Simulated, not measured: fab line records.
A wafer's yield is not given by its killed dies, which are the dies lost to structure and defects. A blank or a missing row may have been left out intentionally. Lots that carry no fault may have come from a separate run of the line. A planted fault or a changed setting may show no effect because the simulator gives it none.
Which tool did it?	flow ritCmos	39 wafers from 13 lots sampled at 2 of the route's 202 steps

== WHAT THE GAUGES SHOWED, per wafer ==
RIT_GATE_CD_MEAS_16: the cd target is 150 nm. Usual: cdNm at 150.0 nm, with a standard deviation of 1.9.
lot	measured	on	cdNm (nm)	flag
L680	day 2 14:09	cdSem-01	150.8 150.0 149.5	
L682	day 2 23:35	cdSem-01	150.2 151.7 150.3	
L683	day 3 08:08	cdSem-01	151.5 149.8 149.7	
L684	day 3 08:22	cdSem-02	149.0 147.2 148.7	
L686	day 3 19:31	cdSem-02	149.2 148.7 150.5	
L689	day 4 10:22	cdSem-02	151.1 152.6 149.5	
L690	day 4 14:44	cdSem-02	152.6 149.6 153.4	
L693	day 5 06:14	cdSem-01	149.8 149.7 151.8	
L694	day 5 10:49	cdSem-02	149.3 151.1 148.2	
L697	day 6 00:54	cdSem-01	153.3 45.4 16.9	OFF
L700	day 6 17:04	cdSem-02	150.0 149.8 148.4	
L701	day 6 21:59	cdSem-02	150.9 150.8 150.2	
L702	day 7 01:52	cdSem-02	149.3 149.5 150.4	

== WHAT TOOL EACH LOT RAN ON (gives the tool, then ch and the chambers of the sampled wafers, and finally the start) ==
lot	RIT_GATE_EXPOSE_13
L680	ilineStepper-02 ch 0, day 2 13:45
L682	ilineStepper-01 ch 0, day 2 23:10
L683	ilineStepper-01 ch 0, day 3 07:34
L684	ilineStepper-02 ch 0, day 3 07:58
L686	ilineStepper-01 ch 0, day 3 19:07
L689	ilineStepper-02 ch 0, day 4 09:58
L690	ilineStepper-01 ch 0, day 4 14:13
L693	ilineStepper-01 ch 0, day 5 05:48
L694	ilineStepper-02 ch 0, day 5 10:25
L697	ilineStepper-01 ch 0, day 6 00:30
L700	ilineStepper-02 ch 0, day 6 16:40
L701	ilineStepper-02 ch 0, day 6 21:35
L702	ilineStepper-02 ch 0, day 7 01:28
- RIT_GATE_EXPOSE_13: exposes mask M6, target cd 150 nm.

== WHAT THE TOOLS THEMSELVES READ (means of the sampled wafers that have a number; where no wafer has one, the mark that the record gives instead) ==
RIT_GATE_EXPOSE_13. Usual: exposureDoseMJCm2 at 380.0, with a standard deviation of 0.41.
lot	tool	exposureDoseMJCm2	flag
L680	ilineStepper-02	379.8	
L682	ilineStepper-01	379.9	
L683	ilineStepper-01	379.6	
L684	ilineStepper-02	379.9	
L686	ilineStepper-01	379.5	
L689	ilineStepper-02	379.8	
L690	ilineStepper-01	380.1	
L693	ilineStepper-01	380.2	
L694	ilineStepper-02	380.3	
L697	ilineStepper-01	365.3	OFF
L700	ilineStepper-02	380.3	
L701	ilineStepper-02	380.5	
L702	ilineStepper-02	379.9	

== THE ANSWER, worked out from the rows above alone ==
Rule: a lot is off if the mean of its wafers that have a number lies more than 3 standard deviations from the usual mean. A lot without any number at a reading at which 4 lots or more have one is off too. The other lots that the step has rows for count as sound. The gauges are gone through in route order, then the tools' own readings, and for those a lot's mean is taken as printed above. At the first step where some lot is off, the reading lying furthest off is the one used; lots without a number count as furthest.
Off: L697, at RIT_GATE_CD_MEAS_16 (cdNm).
A tool fits if, at a process step before that reading, it ran every lot that is off, and no sound lot after the first of them. The gauges at RIT_GATE_CD_MEAS_16 aren't tried: what is off there is off at RIT_GATE_EXPOSE_13 too, on other tools, and a gauge's error can't cause that. One candidate fits, namely ilineStepper-01 at RIT_GATE_EXPOSE_13. A fault onset in the window from L693 (day 5 05:48, its last sound lot) to L697 (day 6 00:30, its first lot off) fits.
On the lots that are off, the tool's own readings at RIT_GATE_EXPOSE_13 differ by more than 5 times the standard deviation of the sound lots' means, which bears it out; exposureDoseMJCm2 reads 365.3 there versus 380.0 on the sound lots.

== WHAT HAD BEEN PUT IN BY THE SIMULATOR ==
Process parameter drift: ilineStepper-01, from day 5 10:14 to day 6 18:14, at RIT_GATE_EXPOSE_13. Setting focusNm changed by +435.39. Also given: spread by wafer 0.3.
Shown lots that were struck: L697. Same finding as the rule above.
